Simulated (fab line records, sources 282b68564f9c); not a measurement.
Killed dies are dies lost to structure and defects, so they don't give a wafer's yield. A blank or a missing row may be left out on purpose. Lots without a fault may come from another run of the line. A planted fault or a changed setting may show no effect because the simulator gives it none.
A struck lot beside a sound one | flow rit_cmos | 27 steps out of a route of 202
Sound: wafers L168.3, L168.4, L168.5. Struck: wafers L160.1, L160.3, L160.4. The cause comes at the end.
At each step with rows: each side's tool, then ch and its chambers, then its first start. Under that, the readings that differ: sound wafers | struck wafers | difference of the means | sigmas: that difference in standard deviations of wafers without a fault.
alike: readings whose means differ by less than 2 such deviations, and words and numbers that are the same on both sides. not compared: withheld readings, readings that some wafer has no value for, bounds like >300 that may hide the same value, and numbers for which the record gives no deviation and whose values overlap.
The two part at a step that has a row with sigmas, a row that says differs or no value, or rows on one side only. Numbers that don't overlap but have no deviation are shown without sigmas and don't part them. A reading that every wafer of one side lacks parts them only if that side has two wafers or more.

RIT_ACTIVE_BOW_MEAS_00:
  sound on film_metro-01, day 3 22:02; struck on film_metro-04, day 2 06:00
  alike: INCOMING_BOW
then, 1 step without rows for these wafers: RIT_ACTIVE_OXIDATION_01 (target thk 46.8 nm, ox time 3360 s).
RIT_ACTIVE_THK_MEAS_02:
  sound on film_metro-02, day 4 00:04; struck on film_metro-04, day 2 11:26
  alike: ACTIVE_OXIDE_THK
RIT_ACTIVE_CVD_03: deposits Si3N4 from SiH2Cl2/NH3, target thk 150 nm, time 1500 s.
  sound on lpcvd-01 ch 1, day 4 00:07; struck on lpcvd-02 ch 1, day 2 11:29
  reading                                  | sound         | struck            | difference | sigmas
  model.Si3N4_of_ACTIVE_CVD_03.thk_nm (nm) | 148 148 147.4 | 188.7 190.1 188.7 | +41.4      |
  alike: nh3_flow_sccm
RIT_ACTIVE_THK_MEAS_04:
  sound on film_metro-02, day 4 01:33; struck on film_metro-01, day 2 12:55
  reading                 | sound             | struck            | difference | sigmas
  ACTIVE_NITRIDE_THK (nm) | 147.9 148.0 147.4 | 188.7 190.1 188.7 | +41.4      | +28
then, 6 steps without rows for these wafers: RIT_ACTIVE_HMDS_05 (prime time 60 s); RIT_ACTIVE_COAT_06 (resist thk 1000 nm); RIT_ACTIVE_SOFTBAKE_07 (time 60 s); RIT_ACTIVE_EXPOSE_08 (exposes mask M1, target cd 1400 nm); RIT_ACTIVE_PEB_09; RIT_ACTIVE_DEVELOP_10 (develop time 50 s).
RIT_ACTIVE_CD_MEAS_11: target cd 1400 nm.
  sound on cd_sem-01, day 4 02:36; struck on cd_sem-02, day 2 13:57
  alike: cd_nm
then, 1 step without rows for these wafers: RIT_ACTIVE_HARDBAKE_12 (time 60 s).
RIT_ACTIVE_ETCH_13: etches Si3N4 in SF6, stops on SiO2, time 210 s, target depth 210 nm.
  sound on rie_diel-04 ch 2,3, day 4 02:58; struck on rie_diel-04 ch 0,1,3, day 2 14:13
  reading                            | sound             | struck            | difference | sigmas
  oes_product_au (a.u.)              | 0.824 0.816 0.814 | 0.941 0.940 0.944 | +0.124     | +13
  model.etch.depth_nm (nm)           | 148 148 147.4     | 188.7 190.1 188.7 | +41.4      |
  model.ACTIVE.feature_depth_nm (nm) | 148.5 148 148     | 190.3 190.1 188.7 | +41.5      |
  alike: drypump_motor_current_A, throttle_valve_pct
  not compared: rf_hours_counter_h
RIT_ACTIVE_STRIP_14: strips in O2, time 180 s.
  sound on plasma_asher-02 ch 0,1, day 4 03:10; struck on plasma_asher-01 ch 0,1, day 2 14:21
  alike: drypump_motor_current_A
  not compared: rf_hours_counter_h
RIT_ACTIVE_CD_MEAS_90: target cd 1400 nm.
  sound on cd_sem-02, day 4 03:19; struck on cd_sem-01, day 2 14:31
  alike: cd_nm
then, 4 steps without rows for these wafers: RIT_ACTIVE_CLEAN_15 (cleans in SC1, time 600 s); RIT_ACTIVE_CLEAN_16 (cleans in dHF, time 30 s); RIT_ACTIVE_CLEAN_17 (cleans in SC2, time 600 s); RIT_FOX1_OXIDATION_00 (target thk 350.7 nm, ox time 1130 s).
RIT_FOX1_THK_MEAS_01:
  sound on film_metro-03, day 4 05:29; struck on film_metro-03, day 2 16:19
  alike: FOX1_OXIDE_THK
then, 2 steps without rows for these wafers: RIT_FOX1_WET_ETCH_02 (etches SiO2 in BOE, target depth 350 nm, time 390 s); RIT_FOX2_OXIDATION_00 (target thk 350.7 nm, ox time 1130 s).
RIT_FOX2_THK_MEAS_01:
  sound on film_metro-03, day 4 07:42; struck on film_metro-03, day 2 17:49
  alike: FOX2_OXIDE_THK
RIT_FOX2_CLEAN_02: cleans in dHF, time 180 s.
  sound on wet_bench-01 ch 3, day 4 07:44; struck on wet_bench-03 ch 2, day 2 17:53
  reading                                  | sound             | struck            | difference | sigmas
  model.Si3N4_of_ACTIVE_CVD_03.thk_nm (nm) | 128.7 128.7 128.1 | 169.5 170.9 169.6 | +41.5      |
then, 1 step without rows for these wafers: RIT_FOX2_WET_ETCH_03 (etches Si3N4 in H3PO4, target depth 195 nm, time 2700 s).
RIT_M1_PROBE_99:
  sound on prober-02, day 6 01:35; struck on prober-02, day 4 09:41
  reading                             | sound          | struck         | difference | sigmas
  model.etest.nldd.width_nm (nm)      | 3205 3198 3202 | 3234 3223 3206 | +19        |
  model.etest.nplus_sal.width_nm (nm) | 3459 3459 3466 | 3507 3502 3521 | +49        |
  model.etest.pplus_sal.width_nm (nm) | 3456 3442 3452 | 3504 3502 3480 | +45        |
  alike: killed_at_contacts, killed_at_front_end, killed_dies, killed_open, killed_short
  not compared: model.etest.pldd.width_nm

WHERE THEY PART
First at RIT_ACTIVE_THK_MEAS_04; last, within this record, at RIT_ACTIVE_ETCH_13. Later steps at which nothing parts them and some readings are alike: RIT_ACTIVE_STRIP_14, RIT_ACTIVE_CD_MEAS_90, RIT_FOX1_THK_MEAS_01, RIT_FOX2_THK_MEAS_01, RIT_M1_PROBE_99.

WHY: what the simulator had put in
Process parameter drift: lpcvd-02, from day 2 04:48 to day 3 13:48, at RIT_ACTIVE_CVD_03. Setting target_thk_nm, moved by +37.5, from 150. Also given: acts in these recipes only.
